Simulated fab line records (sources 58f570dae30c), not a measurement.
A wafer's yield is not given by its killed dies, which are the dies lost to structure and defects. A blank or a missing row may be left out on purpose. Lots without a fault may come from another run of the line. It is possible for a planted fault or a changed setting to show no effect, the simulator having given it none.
2 desks looking at one fault ; flow berkeleyCmos170 ; what lay behind the numbers comes last; until then each desk has only its own

THE METROLOGY DESK
Lot by lot, what the gauges showed, no matter which tool ran the lot: averages of those sampled wafers that carry a number. If a lot's mean is further than 4 standard deviations from the usual mean, the lot is out of limits and carries the mark OUT (the distance appears in the brackets).
Columns: A = SILICIDE_TI_RS at UCB170_SILICIDE_RS_MEAS_02, usual 26.3 ohm/sq; B = M1_AL_THK at UCB170_M1_THK_MEAS_02, usual 601 nm
lot;first seen here;A;B
L255;day 6 21:36;26.2;602
L256;day 6 21:48;26.0;603
L254;day 6 21:50;26.5;602
L257;day 7 10:03;26.6;602
L260;day 8 12:38;26.5;606
L262;day 8 12:59;26.2;608
L261;day 8 13:04;26.2;598
L266;day 8 23:36;26.0;591
L268;day 9 20:45;26.7;602
L271;day 10 06:19;26.3;604
L275;day 10 21:10;26.3;617
L272;day 10 21:16;26.2;599
L276;day 11 08:49;26.5;601
This desk's verdict: no lot among the 13 shows anything out of limits.

THE TOOL OWNER'S DESK: rieDiel-01
The tool's own readings at UCB170_GATE_ETCH_14 (etches BARC in N2/H2): means of the sampled wafers that have a number, for each lot that ran on this tool. If a lot's mean is further than 4 standard deviations from the usual mean, the lot is out of limits and carries the mark OUT (the distance appears in the brackets).
Columns: A = drypumpMotorCurrentA at UCB170_GATE_ETCH_14, usual 5.8 A; B = oesProductAu at UCB170_GATE_ETCH_14, usual 0.999 a.u.; C = rfFwdPowerW at UCB170_GATE_ETCH_14, usual 494.9 W; D = throttleValvePct at UCB170_GATE_ETCH_14, usual 13.27 %
lot;first seen here;A;B;C;D
L260;day 7 16:53;5.8;1.006;495.1;13.31
L266;day 8 08:14;6.5;0.900 (-5.2) OUT;496.7;13.19
L268;day 9 05:45;5.2;0.913 (-4.5) OUT;495.2;13.18
This desk's verdict: out of limits on L266, L268, starting with L266 at day 8 08:14 (oesProductAu at UCB170_GATE_ETCH_14). In limits: L260.

PUT TOGETHER
The tool owner's desk could have raised an alarm at day 8 08:14, on L266, L268.
At the metrology desk, nothing out of limits was observed.
The metrology desk holds a record of L266, L268, inside its limits.
Every lot named ran UCB170_GATE_ETCH_14 on rieDiel-01.

WHAT THE SIMULATOR PUT IN
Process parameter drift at UCB170_GATE_ETCH_14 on rieDiel-01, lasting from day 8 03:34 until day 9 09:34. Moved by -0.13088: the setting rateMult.
Struck lots among those shown: L266, L268.
Each desk's first reading out of limits, in hours after the fault started: the tool owner's desk, 5.
